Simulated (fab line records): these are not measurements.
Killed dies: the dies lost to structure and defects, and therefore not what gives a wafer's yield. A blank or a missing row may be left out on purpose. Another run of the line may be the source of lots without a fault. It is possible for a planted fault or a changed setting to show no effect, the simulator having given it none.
A single fault, viewed from 2 desks	flow rit cmos	every desk sees just its own numbers, and what lay behind them comes last

## METROLOGY DESK
What the gauges read, lot by lot, whatever tool the lot ran on: means of the sampled wafers that have a number. The brackets show how far a lot's mean lies from the usual mean; more than 4 standard deviations puts the lot out of limits, marked OUT.
Columns: A = PLDD_RS at RIT_SDANNEAL_RS_MEAS_06, usual 178.9 ohm/sq
lot	first seen here	A
L607	day 3 10:55	179.9
L608	day 3 14:34	179.3
L609	day 3 19:30	179.0
L610	day 3 22:44	179.2
L612	day 4 07:38	178.8
L613	day 4 18:01	179.0
L614	day 4 20:49	179.5
L615	day 4 23:40	178.9
L617	day 5 10:14	178.6
L618	day 5 13:23	179.1
L623	day 6 19:33	186.7 (+17) OUT
L624	day 7 06:13	186.1 (+16) OUT
L626	day 7 15:04	178.6
L627	day 7 20:03	178.2
This desk finds L623, L624 out of limits, with the earliest case on L623 at day 6 19:33 (PLDD_RS at RIT_SDANNEAL_RS_MEAS_06). Within limits: L607, L608, L609, L610, L612, L613, L614, L615, L617, L618, L626, L627.

## TOOL OWNER'S DESK, implanter-02
For each lot that ran on this tool, the mean over its sampled wafers that have a number, from the tool's own readings at RIT_PLDD_IMPLANT_08. The brackets show how far a lot's mean lies from the usual mean; more than 4 standard deviations puts the lot out of limits, marked OUT.
Columns: A = dose ions cm2 at RIT_PLDD_IMPLANT_08, usual 8.998e+14; B = faraday current uA at RIT_PLDD_IMPLANT_08, usual 2817
lot	first seen here	A	B
L609	day 3 12:28	8.999e+14	2843
L612	day 4 01:13	8.997e+14	2808
L613	day 4 11:36	8.999e+14	2849
L623	day 6 12:22	8.311e+14 (-76) OUT	2560 (-4.2) OUT
L624	day 6 22:52	8.307e+14 (-77) OUT	2615
This desk's finding: out of limits on L623, L624; first on L623, day 6 12:22 (dose ions cm2 at RIT_PLDD_IMPLANT_08). Within limits: L609, L612, L613.

## BROUGHT TOGETHER
On L623, L624, at day 6 12:22, an alarm was possible from the tool owner's desk.
An alarm was possible from the metrology desk at day 6 19:33, on L623, L624.
The lots listed all ran RIT_PLDD_IMPLANT_08 on implanter-02.

## WHAT THE SIMULATOR PUT IN
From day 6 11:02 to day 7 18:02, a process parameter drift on implanter-02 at RIT_PLDD_IMPLANT_08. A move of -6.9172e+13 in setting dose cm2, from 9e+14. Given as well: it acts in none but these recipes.
Shown lots that were struck: L623, L624.
Delay (hours) between the fault's onset and each desk's first out-of-limits reading: 1 at the tool owner's desk, 9 at the metrology desk.
